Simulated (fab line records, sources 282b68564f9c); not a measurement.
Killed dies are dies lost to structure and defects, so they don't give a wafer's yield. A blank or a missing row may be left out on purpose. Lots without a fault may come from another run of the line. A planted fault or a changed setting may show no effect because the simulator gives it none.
fab line records | flow rit_cmos
record lots=14 wafers=42 last_day=7
route steps=202 shown FOX1@21 NWELL@34 NRETRO@61 M1@202
lots that met no fault: from a run of the same line without faults
start_h: hours from the record's first day to the start of the lot's first wafer shown | wait_h: hours since the lot's step before | " the same as in the row above | L1.1+2: a row that stands for several wafers | - no value, or no start given | * or withheld: withheld | < > ~ a bound
route shown NAME@n: a module of which the file shows steps, and the number in the route of the first | usual: mean/standard deviation of fault-free wafers | same: alike in all rows | chamber/n: place in a boat | sites: the reading at each site | _std_site: their standard deviation | _edge_site: outer sites' mean less inner sites' | radius_mm: how far each site lies from the wafer's centre | mask NAME#n: copy n | behind: the tool/chamber that last shaped the wafer | hold: why the lot was held/for how many hours/how that ended | device: the transistor (n, p or np) that didn't switch | end of line: the same wafers' tests at the end of the route | a step without rows: its recipe alone | killed: dies lost to structure and defects at the first sort, not the wafer's yield | map: a wafer's dies, x killed, . not, _ none there
set.NAME: the setting as run; set.NAME@STEP: as run at that earlier step | model.NAME: the simulator's own value behind a step, which no gauge read
steps of the route over a sample of lots; a table a step, a row a wafer
services: from which hour (start_h, from the record's first day; less than 0 if before it) a tool's chamber was out of use, for how many hours, and why
## steps
# step RIT_FOX1_THK_MEAS_01
# recipe reads=SiO2_of_FOX1_OXIDATION_00
# usual FOX1_OXIDE_THK=352/6.8
# columns lot.wafer tool chamber start_h wait_h FOX1_OXIDE_THK[nm]
L957.1 film_metro-03 - 24.44 0.0 350
L957.2 " - " " 349
L957.6 " - " " 351
L958.4 film_metro-01 - 28.89 0.0 353
L958.5 " - " " 345
L958.6 " - " " 346
L959.1 film_metro-01 - 32.72 0.0 357
L959.3 " - " " 359
L959.6 " - " " 362
L960.2 film_metro-04 - 37.58 0.0 353
L960.4 " - " " 354
L960.6 " - " " 364
L961.1 film_metro-04 - 44.39 0.0 352
L961.3 " - " " 345
L961.6 " - " " 348
L962.2 film_metro-04 - 48.38 0.0 339
L962.4 " - " " 339
L962.5 " - " " 343
L963.1 film_metro-01 - 53.37 0.0 342
L963.4 " - " " 341
L963.6 " - " " 346
L972.2 film_metro-01 - 98.68 0.0 361
L972.4 " - " " 356
L972.5 " - " " 365
L973.2 film_metro-01 - 103.28 0.0 364
L973.5 " - " " 364
L973.6 " - " " 363
L974.3 film_metro-04 - 108.56 0.0 344
L974.5 " - " " 352
L974.6 " - " " 345
L975.1 film_metro-03 - 114.34 0.0 355
L975.2 " - " " 360
L975.4 " - " " 351
L977.1 film_metro-01 - 123.94 0.0 365
L977.3 " - " " 363
L977.5 " - " " 363
L978.1 film_metro-04 - 128.12 0.0 350
L978.2 " - " " 351
L978.4 " - " " 354
L979.2 film_metro-04 - 133.80 0.0 356
L979.3 " - " " 351
L979.6 " - " " 358
# step RIT_NWELL_OVL_MEAS_06
# usual NWELL_OVL=1.0/1.3
# columns lot.wafer tool chamber start_h wait_h NWELL_OVL[nm]
L957.1 overlay-01 - 28.58 - 3.1
L957.2 " - " " -0.1
L957.6 " - " " 0.4
L958.4 overlay-01 - 33.49 - 1.2
L958.5 " - " " 0.5
L958.6 " - " " 0.0
L959.1 overlay-02 - 36.03 - -0.8
L959.3 " - " " 1.0
L959.6 " - " " -0.1
L960.2 overlay-01 - 41.01 - 2.9
L960.4 " - " " 2.3
L960.6 " - " " -0.6
L961.1 overlay-01 - 47.86 - 2.1
L961.3 " - " " 0.1
L961.6 " - " " 2.2
L962.2 overlay-02 - 51.72 - 2.6
L962.4 " - " " 1.7
L962.5 " - " " 3.1
L963.1 overlay-02 - 57.57 - 0.9
L963.4 " - " " -0.3
L963.6 " - " " 0.1
L972.2 overlay-02 - 102.00 - 3.0
L972.4 " - " " 3.0
L972.5 " - " " 1.0
L973.2 overlay-01 - 106.80 - 1.9
L973.5 " - " " 3.2
L973.6 " - " " 2.0
L974.3 overlay-02 - 111.98 - 1.4
L974.5 " - " " -1.4
L974.6 " - " " -0.9
L975.1 overlay-02 - 118.00 - -1.1
L975.2 " - " " -0.4
L975.4 " - " " 1.5
L977.1 overlay-01 - 127.45 - 2.1
L977.3 " - " " 3.2
L977.5 " - " " 4.6
L978.1 overlay-01 - 131.57 - 0.8
L978.2 " - " " 1.4
L978.4 " - " " 1.3
L979.2 overlay-01 - 138.50 - -0.2
L979.3 " - " " -1.2
L979.6 " - " " 1.2
# step RIT_NRETRO_IMPLANT_08
# recipe species=P energy_kev=70 dose_cm2=1e+13 tilt_deg=7
# usual beam_on_s=10.02/0.19 dose_ions_cm2=1e+13/9.9e+09 faraday_current_uA=31.7/0.58
# columns lot.wafer tool chamber start_h wait_h beam_on_s dose_ions_cm2 faraday_current_uA
L957.1 implanter-03 0 37.54 0.2 10.44 1.0003e+13 30.4
L957.2 " 0 " " 10.07 1.0013e+13 31.6
L957.6 " 0 " " 9.94 1.0031e+13 32.1
L958.4 implanter-02 0 43.78 0.2 10.25 9.99e+12 31.0
L958.5 " 0 " " 9.82 9.991e+12 32.2
L958.6 " 0 " " 10.05 9.993e+12 31.6
L959.1 implanter-03 0 45.01 0.2 10.04 9.996e+12 31.5
L959.3 " 0 " " 9.96 9.995e+12 31.8
L959.6 " 0 " " 9.93 1.0001e+13 31.9
L960.2 implanter-02 0 50.37 0.2 10.12 9.994e+12 31.3
L960.4 " 0 " " 10.03 1e+13 31.6
L960.6 " 0 " " 9.81 1.0003e+13 32.2
L961.1 implanter-03 0 57.53 0.2 14.01 9.996e+12 22.5
L961.3 " 0 " " 14.25 9.992e+12 22.3
L961.6 " 0 " " 14.04 9.978e+12 22.6
L962.2 implanter-03 0 61.87 0.2 14.48 9.999e+12 21.9
L962.4 " 0 " " 14.53 1.0025e+13 21.8
L962.5 " 0 " " 14.20 1.0015e+13 22.3
L963.1 implanter-04 0 66.44 0.2 9.88 9.985e+12 32.1
L963.4 " 0 " " 9.60 1.0001e+13 32.9
L963.6 " 0 " " 9.87 9.997e+12 32.3
L972.2 implanter-02 0 111.28 0.2 9.87 1.0007e+13 31.9
L972.4 " 0 " " 9.88 1.0006e+13 32.1
L972.5 " 0 " " 10.36 1.001e+13 30.5
L973.2 implanter-04 0 116.66 0.2 10.02 9.997e+12 31.6
L973.5 " 0 " " 10.02 9.99e+12 31.7
L973.6 " 0 " " 10.08 1.0004e+13 31.4
L974.3 implanter-02 0 120.88 0.2 9.97 9.992e+12 32.0
L974.5 " 0 " " 10.03 1.0004e+13 31.6
L974.6 " 0 " " 10.29 1e+13 30.9
L975.1 implanter-02 0 128.34 0.2 9.66 1.002e+13 32.8
L975.2 " 0 " " 9.85 1.001e+13 32.1
L975.4 " 0 " " 9.74 1.0003e+13 32.5
L977.1 implanter-02 0 136.41 0.2 10.15 9.987e+12 31.4
L977.3 " 0 " " 10.07 1.0006e+13 31.5
L977.5 " 0 " " 9.85 9.99e+12 32.2
L978.1 implanter-04 0 140.71 0.2 9.94 9.999e+12 31.8
L978.2 " 0 " " 10.14 1.0004e+13 31.1
L978.4 " 0 " " 10.18 9.987e+12 31.1
L979.2 implanter-03 0 147.36 0.2 10.06 1.0015e+13 31.5
L979.3 " 0 " " 9.77 1.0006e+13 32.4
L979.6 " 0 " " 10.04 1.0001e+13 31.6
# step RIT_NRETRO_STRIP_09
# recipe chemistry=O2 time_s=180 resist=NOVOLAK platen_temp_c=withheld power_w=500 pressure_mtorr=4000 o2_flow_sccm=4000
# usual drypump_motor_current_A=6.15/0.18
# columns lot.wafer tool chamber start_h wait_h drypump_motor_current_A rf_hours_counter_h
L957.1 plasma_asher-01 0 37.69 0.1 6.31 39
L957.2 " 1 " " 5.89 39
L957.6 " 1 " " 5.92 -
L958.4 plasma_asher-01 0 43.92 0.1 6.29 -
L958.5 " 1 " " 5.90 -
L958.6 " 0 " " 6.32 -
L959.1 plasma_asher-04 0 45.16 0.1 6.02 25
L959.3 " 1 " " 6.15 -
L959.6 " 1 " " 6.13 -
L960.2 plasma_asher-03 0 50.49 0.1 6.48 40
L960.4 " 1 " " 6.30 -
L960.6 " 0 " " 6.49 -
L961.1 plasma_asher-01 1 57.68 0.1 5.85 41
L961.3 " 1 " " 5.89 -
L961.6 " 0 " " 6.32 -
L962.2 plasma_asher-04 1 62.00 0.1 6.17 27
L962.4 " 1 " " 6.14 -
L962.5 " 0 " " 6.06 -
L963.1 plasma_asher-04 0 66.59 0.1 6.01 28
L963.4 " 0 " " 6.03 -
L963.6 " 0 " " 6.02 -
L972.2 plasma_asher-04 1 111.41 0.1 6.16 34
L972.4 " 0 " " 6.03 -
L972.5 " 0 " " 6.04 -
L973.2 plasma_asher-04 0 116.79 0.1 6.05 35
L973.5 " 0 " " 6.04 -
L973.6 " 1 " " 6.14 -
L974.3 plasma_asher-01 1 121.04 0.1 5.89 -
L974.5 " 1 " " 5.90 -
L974.6 " 0 " " 6.32 -
L975.1 plasma_asher-01 1 128.49 0.1 5.87 49
L975.2 " 0 " " 6.34 49
L975.4 " 0 " " 6.34 -
L977.1 plasma_asher-01 1 136.56 0.1 5.94 50
L977.3 " 0 " " 6.32 -
L977.5 " 0 " " 6.26 -
L978.1 plasma_asher-03 1 140.86 0.1 6.28 3
L978.2 " 0 " " 6.47 3
L978.4 " 0 " " 6.46 -
L979.2 plasma_asher-01 1 147.48 0.1 5.88 51
L979.3 " 0 " " 6.30 -
L979.6 " 0 " " 6.33 -
# step RIT_NRETRO_TW_MEAS_10
# usual NRETRO_TW=1052/14
# columns lot.wafer tool chamber start_h wait_h hold NRETRO_TW
L957.1 film_metro-02 - 37.86 0.1 - 1069
L957.2 " - " " - 1071
L957.6 " - " " - 1070
L958.4 film_metro-03 - 44.06 0.1 - 1037
L958.5 " - " " - 1045
L958.6 " - " " - 1036
L959.1 film_metro-03 - 45.34 0.1 - 1042
L959.3 " - " " - 1037
L959.6 " - " " - 1040
L960.2 film_metro-03 - 50.68 0.1 - 1042
L960.4 " - " " - 1043
L960.6 " - " " - 1045
L961.1 film_metro-03 - 57.86 0.1 await_dispo/0.2h/release 1174
L961.3 " - " " await_dispo/0.2h/release 1172
L961.6 " - " " await_dispo/0.2h/release 1173
L961.1 film_metro-03 - 58.08 0.2 - 1172
L961.3 " - " " - 1177
L961.6 " - " " - 1174
L962.2 film_metro-02 - 62.18 0.1 await_dispo/0.2h/release 1195
L962.4 " - " " await_dispo/0.2h/release 1192
L962.5 " - " " await_dispo/0.2h/release 1191
L962.2 film_metro-02 - 62.41 0.2 - 1195
L962.4 " - " " - 1190
L962.5 " - " " - 1189
L963.1 film_metro-02 - 66.76 0.1 - 1062
L963.4 " - " " - 1063
L963.6 " - " " - 1072
L972.2 film_metro-01 - 111.59 0.1 - 1069
L972.4 " - " " - 1067
L972.5 " - " " - 1070
L973.2 film_metro-03 - 116.97 0.1 - 1034
L973.5 " - " " - 1037
L973.6 " - " " - 1033
L974.3 film_metro-03 - 121.17 0.1 - 1041
L974.5 " - " " - 1048
L974.6 " - " " - 1035
L975.1 film_metro-03 - 128.67 0.1 - 1039
L975.2 " - " " - 1033
L975.4 " - " " - 1034
L977.1 film_metro-01 - 136.74 0.1 - 1062
L977.3 " - " " - 1063
L977.5 " - " " - 1071
L978.1 film_metro-01 - 141.03 0.1 - 1063
L978.2 " - " " - 1065
L978.4 " - " " - 1063
L979.2 film_metro-01 - 147.67 0.1 - 1074
L979.3 " - " " - 1068
L979.6 " - " " - 1073
# step RIT_M1_PROBE_99
# usual killed_at_M0_to_M3=0.0/0.23 killed_at_contacts=0.1/0.34 killed_at_front_end=6.9/2.8 killed_dies=7.1/2.8 killed_open=3.4/1.9 killed_short=3.6/1.7
# same gross_dies=264 killed_at_M4_up=0 killed_at_back_side=0 killed_at_other=0
# columns lot.wafer tool chamber start_h wait_h killed_at_M0_to_M3 killed_at_contacts killed_at_front_end killed_dies killed_open killed_short
L957.1 prober-02 - 70.86 0.1 0 0 6 6 1 5
L957.2 prober-02 - 70.91 0.1 0 0 11 11 6 5
L957.6 prober-02 - 71.11 0.2 0 0 8 8 6 2
L958.4 prober-01 - 74.17 0.2 0 0 8 8 6 2
L958.5 prober-01 - 74.22 0.2 0 0 11 11 6 5
L958.6 prober-01 - 74.27 0.2 0 0 2 2 2 0
L959.1 prober-02 - 76.22 0.1 0 0 5 5 1 4
L959.3 prober-02 - 76.32 0.2 0 0 5 5 1 4
L959.6 prober-02 - 76.47 0.2 0 0 7 7 4 3
L960.2 prober-01 - 82.16 0.1 0 0 5 5 2 3
L960.4 prober-01 - 82.26 0.2 0 0 6 6 4 2
L960.6 prober-01 - 82.36 0.2 0 0 7 7 3 4
L961.1 prober-02 - 91.71 0.1 0 0 6 6 4 2
L961.3 prober-02 - 91.81 0.2 0 0 7 7 2 5
L961.6 prober-02 - 91.96 0.2 0 0 6 6 4 2
L963.1 prober-02 - 93.37 0.1 1 0 6 7 2 5
L963.4 prober-02 - 93.52 0.2 0 0 6 6 4 2
L963.6 prober-02 - 93.62 0.2 0 0 5 5 1 4
L962.2 prober-01 - 98.75 0.1 0 0 5 5 3 2
L962.4 prober-01 - 98.85 0.2 0 0 11 11 3 8
L962.5 prober-01 - 98.90 0.2 0 0 5 5 3 2
L972.2 prober-01 - 139.39 0.1 0 1 2 3 2 1
L972.4 prober-01 - 139.49 0.2 0 0 9 9 4 5
L972.5 prober-01 - 139.54 0.2 0 0 7 7 3 4
L973.2 prober-02 - 147.70 0.1 0 0 6 6 1 5
L973.5 prober-02 - 147.85 0.2 0 0 7 7 3 4
L973.6 prober-02 - 147.90 0.2 0 0 6 6 4 2
L974.3 prober-01 - 150.48 0.2 0 0 6 6 2 4
L974.5 prober-01 - 150.58 0.2 0 0 1 1 1 0
L974.6 prober-01 - 150.63 0.2 0 0 6 6 4 2
L975.1 prober-01 - 156.91 0.1 0 0 9 9 4 5
L975.2 prober-01 - 156.96 0.1 0 0 6 6 4 2
L975.4 prober-01 - 157.06 0.2 0 0 6 6 2 4
L977.1 prober-01 - 165.87 0.1 0 0 5 5 3 2
L977.3 prober-01 - 165.97 0.2 0 0 6 6 1 5
L977.5 prober-01 - 166.07 0.2 0 1 11 12 6 6
L978.1 prober-02 - 173.28 0.1 0 0 6 6 3 3
L978.2 prober-02 - 173.33 0.1 0 0 5 5 1 4
L978.4 prober-02 - 173.43 0.2 0 0 6 6 3 3
L979.2 prober-01 - 176.72 0.1 0 0 7 7 1 6
L979.3 prober-01 - 176.77 0.2 0 0 8 8 4 4
L979.6 prober-01 - 176.92 0.2 0 0 9 9 4 5
# killed by level:class
L957.1 FOX1:geometric_particle:short=2 SILICIDE:geometric_particle:short=2 FOX1:geometric_particle:open=1 REOX:geometric_particle:short=1
L957.2 REOX:geometric_particle:open=3 GATE:geometric_particle:short=2 GATE:geometric_particle:open=2 SILICIDE:geometric_particle:short=2 FOX2:geometric_particle:open=1 SPACER:geometric_particle:short=1
L957.6 REOX:geometric_particle:open=3 FOX1:geometric_particle:open=1 GATE:geometric_particle:open=1 GATE:geometric_particle:short=1 REOX:geometric_particle:short=1 SILICIDE:geometric_particle:open=1
L958.4 FOX1:geometric_particle:open=2 GATE:geometric_particle:short=2 REOX:geometric_particle:open=2 FOX2:geometric_particle:open=1 GATE:geometric_particle:open=1
L958.5 GATE:geometric_particle:short=3 FOX1:geometric_particle:short=2 REOX:geometric_particle:open=2 FOX1:geometric_particle:open=1 FOX2:geometric_particle:open=1 GATE:geometric_particle:open=1 SILICIDE:geometric_particle:open=1
L958.6 GATE:geometric_particle:open=1 SPACER:geometric_particle:open=1
L959.1 GATE:geometric_particle:short=2 FOX1:geometric_particle:short=1 GATE:geometric_particle:open=1 REOX:geometric_particle:short=1
L959.3 FOX1:geometric_particle:short=1 GATE:geometric_particle:short=1 GATE:geometric_particle:open=1 SPACER:geometric_particle:short=1 SILICIDE:geometric_particle:short=1
L959.6 REOX:geometric_particle:open=4 GATE:geometric_particle:short=1 REOX:geometric_particle:short=1 SPACER:geometric_particle:short=1
L960.2 GATE:geometric_particle:short=3 GATE:geometric_particle:open=1 REOX:geometric_particle:open=1
L960.4 GATE:geometric_particle:open=2 FOX2:geometric_particle:short=1 FOX2:geometric_particle:open=1 REOX:geometric_particle:short=1 SILICIDE:geometric_particle:open=1
L960.6 FOX1:geometric_particle:short=2 FOX2:geometric_particle:open=2 GATE:geometric_particle:short=1 SPACER:geometric_particle:short=1 SILICIDE:geometric_particle:open=1
L961.1 FOX2:geometric_particle:open=1 GATE:geometric_particle:short=1 GATE:geometric_particle:open=1 REOX:geometric_particle:short=1 REOX:geometric_particle:open=1 SPACER:geometric_particle:open=1
L961.3 GATE:geometric_particle:short=3 FOX1:geometric_particle:short=1 GATE:geometric_particle:open=1 REOX:geometric_particle:short=1 REOX:geometric_particle:open=1
L961.6 FOX1:geometric_particle:open=1 GATE:geometric_particle:open=1 SPACER:geometric_particle:open=1 SPACER:geometric_particle:short=1 SILICIDE:geometric_particle:short=1 SILICIDE:geometric_particle:open=1
L963.1 FOX1:geometric_particle:open=1 FOX2:geometric_particle:short=1 GATE:geometric_particle:short=1 GATE:geometric_particle:open=1 SPACER:geometric_particle:short=1 SILICIDE:geometric_particle:short=1 M1:geometric_particle:short=1
L963.4 REOX:geometric_particle:open=3 FOX1:geometric_particle:short=1 SPACER:geometric_particle:open=1 SPACER:geometric_particle:short=1
L963.6 GATE:geometric_particle:short=3 FOX1:geometric_particle:open=1 SILICIDE:geometric_particle:short=1
L962.2 SPACER:geometric_particle:open=2 FOX2:geometric_particle:short=1 GATE:geometric_particle:open=1 GATE:geometric_particle:short=1
L962.4 SILICIDE:geometric_particle:short=3 GATE:geometric_particle:open=2 GATE:geometric_particle:short=2 SPACER:geometric_particle:short=2 REOX:geometric_particle:short=1 SPACER:geometric_particle:open=1
L962.5 FOX2:geometric_particle:short=1 FOX2:geometric_particle:open=1 GATE:geometric_particle:open=1 REOX:geometric_particle:short=1 SPACER:geometric_particle:open=1
L972.2 GATE:geometric_particle:open=1 SPACER:geometric_particle:open=1 CONTACT:geometric_particle:short=1
L972.4 GATE:geometric_particle:short=5 GATE:geometric_particle:open=4
L972.5 GATE:geometric_particle:short=4 GATE:geometric_particle:open=2 FOX2:geometric_particle:open=1
L973.2 GATE:geometric_particle:short=3 FOX1:geometric_particle:short=1 GATE:geometric_particle:open=1 SILICIDE:geometric_particle:short=1
L973.5 FOX1:geometric_particle:short=2 GATE:geometric_particle:short=2 FOX1:geometric_particle:open=1 GATE:geometric_particle:open=1 SPACER:geometric_particle:open=1
L973.6 GATE:geometric_particle:open=2 FOX1:geometric_particle:short=1 FOX2:geometric_particle:open=1 SILICIDE:geometric_particle:short=1 SILICIDE:geometric_particle:open=1
L974.3 GATE:geometric_particle:short=2 SILICIDE:geometric_particle:short=2 GATE:geometric_particle:open=1 SILICIDE:geometric_particle:open=1
L974.5 SILICIDE:geometric_particle:open=1
L974.6 FOX1:geometric_particle:open=2 FOX1:geometric_particle:short=1 GATE:geometric_particle:open=1 GATE:geometric_particle:short=1 SPACER:geometric_particle:open=1
L975.1 GATE:geometric_particle:short=4 GATE:geometric_particle:open=3 FOX2:geometric_particle:short=1 SILICIDE:geometric_particle:open=1
L975.2 GATE:geometric_particle:open=2 GATE:geometric_particle:short=2 FOX1:geometric_particle:open=1 REOX:geometric_particle:open=1
L975.4 SILICIDE:geometric_particle:short=2 FOX2:geometric_particle:open=1 GATE:geometric_particle:short=1 SPACER:geometric_particle:short=1 SPACER:geometric_particle:open=1
L977.1 GATE:geometric_particle:open=2 FOX1:geometric_particle:open=1 FOX2:geometric_particle:short=1 GATE:geometric_particle:short=1
L977.3 FOX1:geometric_particle:short=3 SILICIDE:geometric_particle:short=2 GATE:geometric_particle:open=1
L977.5 GATE:geometric_particle:short=4 FOX1:geometric_particle:open=3 FOX1:geometric_particle:short=2 GATE:geometric_particle:open=1 REOX:geometric_particle:open=1 CONTACT:geometric_particle:open=1
L978.1 GATE:geometric_particle:short=3 GATE:geometric_particle:open=1 REOX:geometric_particle:open=1 SPACER:geometric_particle:open=1
L978.2 SILICIDE:geometric_particle:short=2 GATE:geometric_particle:open=1 GATE:geometric_particle:short=1 SPACER:geometric_particle:short=1
L978.4 ACTIVE:geometric_particle:short=1 FOX1:geometric_particle:short=1 REOX:geometric_particle:open=1 SPACER:geometric_particle:short=1 SPACER:geometric_particle:open=1 SILICIDE:geometric_particle:open=1
L979.2 REOX:geometric_particle:short=2 FOX1:geometric_particle:short=1 FOX2:geometric_particle:short=1 GATE:geometric_particle:short=1 GATE:geometric_particle:open=1 SILICIDE:geometric_particle:short=1
L979.3 GATE:geometric_particle:open=2 GATE:geometric_particle:short=2 FOX1:geometric_particle:short=1 FOX2:geometric_particle:open=1 REOX:geometric_particle:open=1 SILICIDE:geometric_particle:short=1
L979.6 FOX2:geometric_particle:open=2 REOX:geometric_particle:short=2 FOX1:geometric_particle:short=1 FOX2:geometric_particle:short=1 GATE:geometric_particle:open=1 GATE:geometric_particle:short=1 REOX:geometric_particle:open=1
## services
# columns tool chamber start_h hours kind
plasma_asher-03 - 57.75 28.1 pm
implanter-02 - 63.05 8.7 repair
implanter-04 - 66.61 0.9 repair
implanter-02 - 71.75 4.6 pm
implanter-02 - 74.58 5.2 repair
implanter-03 - 75.54 5.0 repair
implanter-03 - 85.00 4.1 repair
implanter-04 - 89.28 13.6 repair
implanter-04 - 92.22 3.7 repair
implanter-02 - 94.75 9.8 pm
plasma_asher-03 - 105.49 1.6 repair
plasma_asher-03 - 108.75 9.0 pm
plasma_asher-03 0 108.75 9.0 vent_cycle
plasma_asher-03 1 108.75 9.0 vent_cycle
plasma_asher-01 - 111.83 4.1 repair
plasma_asher-03 0 117.75 - clean
plasma_asher-03 1 117.75 - clean
implanter-03 - 121.39 1.0 repair
## key
first_sign step=RIT_NRETRO_IMPLANT_08 reading=beam_on_s direction=up sigmas=23 usual=10.02 struck=14.25
effect step=RIT_NRETRO_IMPLANT_08 reading=faraday_current_uA direction=down sigmas=16 usual=31.7 struck=22.2
effect step=RIT_NRETRO_TW_MEAS_10 reading=visit direction=added
effect step=RIT_NRETRO_TW_MEAS_10 reading=NRETRO_TW direction=up sigmas=9.1 usual=1052 struck=1183
met_at RIT_NRETRO_IMPLANT_08
struck_lots L961,L962
tester_left_out L961,L962
not_acting_at RIT_FOX1_THK_MEAS_01,RIT_NWELL_OVL_MEAS_06,RIT_NRETRO_STRIP_09
onset_between 45.01 57.53
fault kind=process_parameter_drift tool=implanter-03 chamber=- onset_h=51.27 steps=RIT_NRETRO_IMPLANT_08 channel=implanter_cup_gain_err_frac offset=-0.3 shape=step end_h=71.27
# tester_left_out: of these lots the tester's yield and bins aren't shown, on N5 and GAA mostly nor the transistor test; their killed dies are dies lost to structure and defects alone, not to doping, threshold or leakage, so they don't give the yield
